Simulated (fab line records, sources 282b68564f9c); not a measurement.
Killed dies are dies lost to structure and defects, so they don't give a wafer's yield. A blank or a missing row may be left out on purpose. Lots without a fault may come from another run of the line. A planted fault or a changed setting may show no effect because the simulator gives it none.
fab line records | flow rit_cmos
record lots=5 wafers=15 last_day=8
route steps=202 shown M1@196
lots that met no fault: from a run of the same line without faults
start_h: hours from the record's first day to the start of the lot's first wafer shown | wait_h: hours since the lot's step before | " the same as in the row above | L1.1+2: a row that stands for several wafers | - no value, or no start given | * or withheld: withheld | < > ~ a bound
route shown NAME@n: a module of which the file shows steps, and the number in the route of the first | usual: mean/standard deviation of fault-free wafers | same: alike in all rows | chamber/n: place in a boat | sites: the reading at each site | _std_site: their standard deviation | _edge_site: outer sites' mean less inner sites' | radius_mm: how far each site lies from the wafer's centre | mask NAME#n: copy n | behind: the tool/chamber that last shaped the wafer | hold: why the lot was held/for how many hours/how that ended | device: the transistor (n, p or np) that didn't switch | end of line: the same wafers' tests at the end of the route | a step without rows: its recipe alone | killed: dies lost to structure and defects at the first sort, not the wafer's yield | map: a wafer's dies, x killed, . not, _ none there
set.NAME: the setting as run; set.NAME@STEP: as run at that earlier step | model.NAME: the simulator's own value behind a step, which no gauge read
lots at some steps of the route; a table a step, a row a wafer
services: from which hour (start_h, from the record's first day; less than 0 if before it) a tool's chamber was out of use, for how many hours, and why
## steps
# step RIT_M1_METAL_ETCH_12
# recipe stop_on=SiO2 chemistry=Cl2/BCl3 target=Al time_s=165 over_etch_frac=0.5 pressure_mtorr=100 target_depth_a=6000 rf_w=250 Cl2_flow_sccm=60 bcl3_flow_sccm=50
# usual drypump_motor_current_A=5.7/0.57 oes_product_au=0.773/0.0099 throttle_valve_pct=8.30/0.14
# same time_s=165
# columns lot.wafer tool chamber start_h wait_h drypump_motor_current_A oes_product_au rf_hours_counter_h throttle_valve_pct
L074.3 rie_metal-01 0 65.62 0.2 6.1 0.790 - 8.44
L074.4 " 1 " " 5.0 0.769 - 8.04
L074.5 " 0 " " 6.1 0.790 - 8.44
L084.3 rie_metal-03 0 106.57 0.2 5.7 0.762 - 8.41
L084.4 " 1 " " 5.8 0.778 - 8.25
L084.5 " 0 " " 5.7 0.766 - 8.41
L088.3 rie_metal-04 0 126.79 0.2 6.5 0.781 - 8.35
L088.4 " 1 " " 4.9 0.755 - 8.34
L088.5 " 1 " " 4.9 0.750 - 8.34
L093.2 rie_metal-03 1 161.48 0.2 5.8 0.780 0 8.25
L093.3 " 1 " " 5.8 0.791 - 8.26
L093.4 " 0 " " 5.7 0.786 - 8.40
L096.1 rie_metal-03 0 180.96 0.2 5.7 0.775 0 8.38
L096.2 " 1 " " 5.8 0.764 0 8.24
L096.3 " 1 " " 5.8 0.778 - 8.24
# step RIT_M1_STRIP_13
# recipe chemistry=nmp resist=NOVOLAK temp_c=80 time_s=600 dry=n2_spin
# usual bath_heat_duty_pct=17.3/2.1
# same time_s=600
# columns lot.wafer tool chamber start_h wait_h bath_heat_duty_pct
L074.3 wet_bench-02 1 65.73 0.1 16.5
L074.4 " 1 " " 15.4
L074.5 " 1 " " 16.3
L084.3 wet_bench-03 2 106.68 0.1 20.2
L084.4 " 2 " " 20.4
L084.5 " 2 " " 17.5
L088.3 wet_bench-01 1 126.90 0.1 18.9
L088.4 " 1 " " 18.6
L088.5 " 1 " " 19.9
L093.2 wet_bench-01 1 161.64 0.1 19.8
L093.3 " 1 " " 20.0
L093.4 " 1 " " 19.9
L096.1 wet_bench-02 3 181.12 0.1 17.4
L096.2 " 3 " " 17.9
L096.3 " 3 " " 17.3
# step RIT_M1_STRIP_14
# recipe chemistry=O2 time_s=180 platen_temp_c=withheld power_w=500 pressure_mtorr=4000 o2_flow_sccm=4000
# usual drypump_motor_current_A=5.7/0.47
# same time_s=180
# columns lot.wafer tool chamber start_h wait_h drypump_motor_current_A rf_hours_counter_h
L074.3 plasma_asher-04 0 65.96 0.1 6.1 -
L074.4 " 1 " " 6.3 -
L074.5 " 1 " " 6.3 -
L084.3 plasma_asher-04 0 106.91 0.1 6.2 -
L084.4 " 1 " " 6.3 -
L084.5 " 1 " " 6.3 -
L088.3 plasma_asher-04 1 127.14 0.1 6.3 -
L088.4 " 0 " " 6.2 -
L088.5 " 0 " " 6.2 -
L093.2 plasma_asher-04 1 161.82 0.0 6.3 51
L093.3 " 0 " " 6.2 -
L093.4 " 1 " " 6.3 -
L096.1 plasma_asher-01 1 181.29 0.0 5.0 40
L096.2 " 0 " " 5.6 40
L096.3 " 0 " " 5.6 -
# step RIT_M1_CD_MEAS_90
# recipe target_cd_nm=2600
# usual cd_nm=2600.3/2.5
# columns lot.wafer tool chamber start_h wait_h cd_nm
L074.3 cd_sem-02 - 66.12 0.1 2600.7
L074.4 " - " " 2602.3
L074.5 " - " " 2597.5
L084.3 cd_sem-02 - 107.07 0.1 2597.9
L084.4 " - " " 2596.8
L084.5 " - " " 2597.0
L088.3 cd_sem-02 - 127.29 0.1 2599.3
L088.4 " - " " 2600.5
L088.5 " - " " 2600.3
L093.2 cd_sem-01 - 162.01 0.1 2601.3
L093.3 " - " " 2599.7
L093.4 " - " " 2600.9
L096.1 cd_sem-02 - 181.47 0.1 2599.0
L096.2 " - " " 2598.5
L096.3 " - " " 2598.9
# step RIT_M1_ANNEAL_15
# recipe temp_c=450 time_s=1800 ambient=forming_gas_H2N2
# usual tube_center_temp_C=450/0.041
# same time_s=1800
# columns lot.wafer tool chamber start_h wait_h tube_center_temp_C
L074.3 furnace-02 0 66.20 0.1 449.96
L074.4 " 0 " " 449.98
L074.5 " 0 " " 449.98
L084.3 furnace-02 0 107.15 0.1 449.95
L084.4 " 0 " " 449.9
L084.5 " 0 " " 450.03
L088.3 furnace-02 0 127.37 0.1 449.94
L088.4 " 0 " " 450
L088.5 " 0 " " 450
L093.2 furnace-02 0 162.11 0.1 449.97
L093.3 " 0 " " 449.96
L093.4 " 0 " " 449.99
L096.1 furnace-02 0 181.59 0.1 450
L096.2 " 0 " " 449.97
L096.3 " 0 " " 450.04
# step RIT_M1_BOW_MEAS_16
# recipe mode=bow
# usual M1_BOW=16/6.8
# columns lot.wafer tool chamber start_h wait_h M1_BOW[um]
L074.3 film_metro-04 - 67.74 0.0 16
L074.4 " - " " 17
L074.5 " - " " 21
L084.3 film_metro-04 - 108.69 0.0 13
L084.4 " - " " 7
L084.5 " - " " 6
L088.3 film_metro-03 - 128.91 0.0 6
L088.4 " - " " 9
L088.5 " - " " 10
L093.2 film_metro-04 - 163.63 0.0 10
L093.3 " - " " 13
L093.4 " - " " 11
L096.1 film_metro-04 - 183.09 0.0 22
L096.2 " - " " 15
L096.3 " - " " 8
# step RIT_M1_PROBE_99
# usual defect_limited_yield=97.3/1.1 killed_at_front_end=7/3 killed_dies=7/3 killed_open=3.4/1.8 killed_short=3.8/2.1 sort_bin_3_pad_short=0.2/0.27 sort_bin_5_function=1.5/0.8 sort_bin_6_memory=1.1/0.7 sort_n_pass=257/3 sort_yield_pct=97.3/1.1
# same gross_dies=264 killed_at_M0_to_M3=0 killed_at_M4_up=0 killed_at_back_side=0 killed_at_contacts=0 killed_at_other=0
# columns lot.wafer tool chamber start_h wait_h defect_limited_yield[%] killed_at_front_end killed_dies killed_open killed_short sort_bin_3_pad_short[%] sort_bin_5_function[%] sort_bin_6_memory[%] sort_n_pass sort_yield_pct[%]
L074.3 prober-01 - 67.92 0.2 95.5 12 12 5 7 0.8 1.9 1.9 252 95.5
L074.4 prober-01 - 67.97 0.2 96.2 10 10 5 5 0.8 1.5 1.5 254 96.2
L074.5 prober-01 - 68.02 0.2 98.1 5 5 2 3 0 0.8 1.1 259 98.1
L084.3 prober-02 - 108.87 0.2 98.5 4 4 0 4 0 0.4 1.1 260 98.5
L084.4 prober-02 - 108.92 0.2 97.0 8 8 5 3 0.4 2.3 0.4 256 97.0
L084.5 prober-02 - 108.97 0.2 97.3 7 7 4 3 0.4 1.5 0.8 257 97.3
L088.3 prober-02 - 129.09 0.2 96.6 9 9 4 5 0 1.1 2.3 255 96.6
L088.4 prober-02 - 129.14 0.2 98.1 5 5 3 2 0 1.5 0.4 259 98.1
L088.5 prober-02 - 129.19 0.2 98.5 4 4 2 2 0 1.1 0.4 260 98.5
L093.2 prober-01 - 163.78 0.1 97.0 8 8 4 4 0.4 0.4 2.3 256 97.0
L093.3 prober-01 - 163.83 0.2 96.2 10 10 5 5 0.4 2.7 0.8 254 96.2
L093.4 prober-01 - 163.88 0.2 97.3 7 7 3 4 0 1.9 0.8 257 97.3
L096.1 prober-02 - 183.21 0.1 98.1 5 5 3 2 0 1.5 0.4 259 98.1
L096.2 prober-02 - 183.26 0.1 98.5 4 4 4 0 0 1.1 0.4 260 98.5
L096.3 prober-02 - 183.31 0.2 98.1 5 5 1 4 0.4 1.1 0.4 259 98.1
# killed by level:class
L074.3 GATE:geometric_particle:short=3 GATE:geometric_particle:open=3 REOX:geometric_particle:short=3 FOX1:geometric_particle:short=1 REOX:geometric_particle:open=1 SILICIDE:geometric_particle:open=1
L074.4 FOX1:geometric_particle:short=2 GATE:geometric_particle:short=2 REOX:geometric_particle:open=2 FOX1:geometric_particle:open=1 FOX2:geometric_particle:open=1 GATE:geometric_particle:open=1 REOX:geometric_particle:short=1
L074.5 GATE:geometric_particle:short=2 SPACER:geometric_particle:open=2 SILICIDE:geometric_particle:short=1
L084.3 FOX1:geometric_particle:short=1 REOX:geometric_particle:short=1 SPACER:geometric_particle:short=1 SILICIDE:geometric_particle:short=1
L084.4 GATE:geometric_particle:open=3 FOX1:geometric_particle:short=1 GATE:geometric_particle:short=1 REOX:geometric_particle:open=1 SPACER:geometric_particle:open=1 SILICIDE:geometric_particle:short=1
L084.5 GATE:geometric_particle:open=3 REOX:geometric_particle:short=2 GATE:geometric_particle:short=1 REOX:geometric_particle:open=1
L088.3 SPACER:geometric_particle:short=3 FOX1:geometric_particle:open=1 FOX2:geometric_particle:open=1 GATE:geometric_particle:short=1 REOX:geometric_particle:short=1 SPACER:geometric_particle:open=1 SILICIDE:geometric_particle:open=1
L088.4 GATE:geometric_particle:open=3 FOX2:geometric_particle:short=1 GATE:geometric_particle:short=1
L088.5 GATE:geometric_particle:open=1 REOX:geometric_particle:open=1 SPACER:geometric_particle:short=1 SILICIDE:geometric_particle:short=1
L093.2 GATE:geometric_particle:short=3 GATE:geometric_particle:open=2 FOX1:geometric_particle:open=1 FOX1:geometric_particle:short=1 FOX2:geometric_particle:open=1
L093.3 FOX2:geometric_particle:short=2 GATE:geometric_particle:open=2 SILICIDE:geometric_particle:short=2 FOX1:geometric_particle:open=1 FOX1:geometric_particle:short=1 REOX:geometric_particle:open=1 SILICIDE:geometric_particle:open=1
L093.4 GATE:geometric_particle:short=2 FOX1:geometric_particle:open=1 FOX1:geometric_particle:short=1 FOX2:geometric_particle:open=1 SILICIDE:geometric_particle:short=1 REOX:geometric_particle:open=1
L096.1 SILICIDE:geometric_particle:open=2 GATE:geometric_particle:open=1 GATE:geometric_particle:short=1 SPACER:geometric_particle:short=1
L096.2 GATE:geometric_particle:open=3 FOX1:geometric_particle:open=1
L096.3 SILICIDE:geometric_particle:short=3 GATE:geometric_particle:short=1 SPACER:geometric_particle:open=1
## services
# columns tool chamber start_h hours kind
plasma_asher-04 - 78.88 2.8 pm
rie_metal-03 - 136.12 20.0 pm
rie_metal-03 0 136.12 20.0 vent_cycle
rie_metal-03 1 136.12 20.0 vent_cycle
plasma_asher-01 - 136.21 0.6 repair
rie_metal-03 0 156.12 - clean
rie_metal-03 1 156.12 - clean
rie_metal-03 1 165.57 9.7 repair
## key
fault none
